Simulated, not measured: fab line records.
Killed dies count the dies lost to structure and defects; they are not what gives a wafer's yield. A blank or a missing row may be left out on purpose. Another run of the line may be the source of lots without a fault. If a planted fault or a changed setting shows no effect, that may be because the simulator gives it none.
Lot-split experiment | flow berkeley-cmos170 | 5 lots, 23 wafers read, on a route of 331 steps

ABOUT THE SPLIT
At UCB170_V2_COAT_07 (resist thk 900 nm), the setting resist-thk-nm was moved away from the recipe's 900 nm on 8 of the 23 wafers read, by -2.8% to +4.8%. All remaining wafers had this setting at the recipe value.

FROM THE SPLIT TO THE READING: what the file shows between them, 2 steps
- UCB170_V2_SOFTBAKE_08: time 60 s
- UCB170_V2_EXPOSE_09: exposes mask VIA2, target cd 700 nm

THE READING
KrF_of_V2_COAT_07.thk-nm (the simulator's own value, which no gauge read), in nm, at UCB170_V2_ETCH_14 (etches SiO2 in CHF3/CF4/Ar, stops on Al, target depth 1250 nm, time 291 s). There is no usual value for it anywhere in the file. Average 613.3 nm, standard deviation 5 nm, over the 15 wafers here run with the recipe.

wafer  | tool, chamber at the split | resist-thk-nm as run, nm | against the recipe | KrF_of_V2_COAT_07.thk-nm, nm | against lot-mates on the recipe
L074.1 | litho-track-04, 0          | 943                      | +4.8%              | 659.1                        | +44.5
L074.2 | litho-track-04, 0          | 943                      | +4.8%              | 653.2                        | +38.6
L074.4 | litho-track-04, 0          | 900                      | recipe             | 617.7                        | -
L074.5 | litho-track-04, 0          | 900                      | recipe             | 609.1                        | -
L074.6 | litho-track-04, 0          | 900                      | recipe             | 617.1                        | -
L076.1 | litho-track-03, 0          | 874.8                    | -2.8%              | 591.1                        | -27.0
L076.2 | litho-track-03, 0          | 874.8                    | -2.8%              | 595.5                        | -22.6
L076.3 | litho-track-03, 0          | 900                      | recipe             | 618.6                        | -
L076.4 | litho-track-03, 0          | 874.8                    | -2.8%              | 597.3                        | -20.8
L076.5 | litho-track-03, 0          | 900                      | recipe             | 617.6                        | -
L079.1 | litho-track-02, 0          | 900                      | recipe             | 618.9                        | -
L079.3 | litho-track-02, 0          | 900                      | recipe             | 615.1                        | -
L079.4 | litho-track-02, 0          | 900                      | recipe             | 604                          | -
L079.5 | litho-track-02, 0          | 900                      | recipe             | 614.6                        | -
L079.6 | litho-track-02, 0          | 900                      | recipe             | 601.6                        | -
L083.1 | litho-track-04, 0          | 915.5                    | +1.7%              | 627.1                        | +13.4
L083.3 | litho-track-04, 0          | 915.5                    | +1.7%              | 631.5                        | +17.8
L083.4 | litho-track-04, 0          | 900                      | recipe             | 614.3                        | -
L083.5 | litho-track-04, 0          | 915.5                    | +1.7%              | 625                          | +11.2
L083.6 | litho-track-04, 0          | 900                      | recipe             | 613.2                        | -
L081.1 | litho-track-03, 0          | 900                      | recipe             | 611.7                        | -
L081.4 | litho-track-03, 0          | 900                      | recipe             | 614.5                        | -
L081.6 | litho-track-03, 0          | 900                      | recipe             | 610.9                        | -

THE FIT
A straight line over all 23 wafers: KrF_of_V2_COAT_07.thk-nm changes by +8.14 nm for each +1% of resist-thk-nm; r = +0.95; the points scatter about the line by 4.8 nm.
The same after taking each lot's own level away (the mean of its wafers on the recipe; 23 wafers): +8.54 nm for each +1%; r = +0.97; scatter 4.1 nm.
That fit puts the effect of the largest move of resist-thk-nm on the reading at 41 nm.
The span of the lots' own levels, 610.84 to 618.10 nm, comes to 1.5 times the standard deviation stated above.
The two slopes agree, so the slope changes little with the lot-to-lot level.
Check: +39.2 nm against its lot-mates is what the line predicts for one of the wafers moved furthest among these (+4.8%) when that wafer is left out of the fit. It came out at +44.5 nm against them.

THE WHOLE CHAIN: every reading that the file lists as answering this split, in the file's order
step               | what it does                                                              | reading                                                                   | change (the file's fit)              | r (the file's)
UCB170_V2_COAT_07  | resist thk 900 nm                                                         | KrF_of_V2_COAT_07.thk-nm (the simulator's own value, which no gauge read) | +9.18 nm for each +1% of the setting | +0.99
UCB170_V2_ETCH_14  | etches SiO2 in CHF3/CF4/Ar, stops on Al, target depth 1250 nm, time 291 s | KrF_of_V2_COAT_07.thk-nm (the simulator's own value, which no gauge read) | +8.57 nm for each +1% of the setting | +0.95
UCB170_V2_STRIP_15 | strips in O2                                                              | strip-time-to-endpoint-s                                                  | withheld for each +1% of the setting | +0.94

THE FILE'S OWN FIT
KrF_of_V2_COAT_07.thk-nm changes by +8.57 nm for each +1% of resist-thk-nm, r = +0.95.
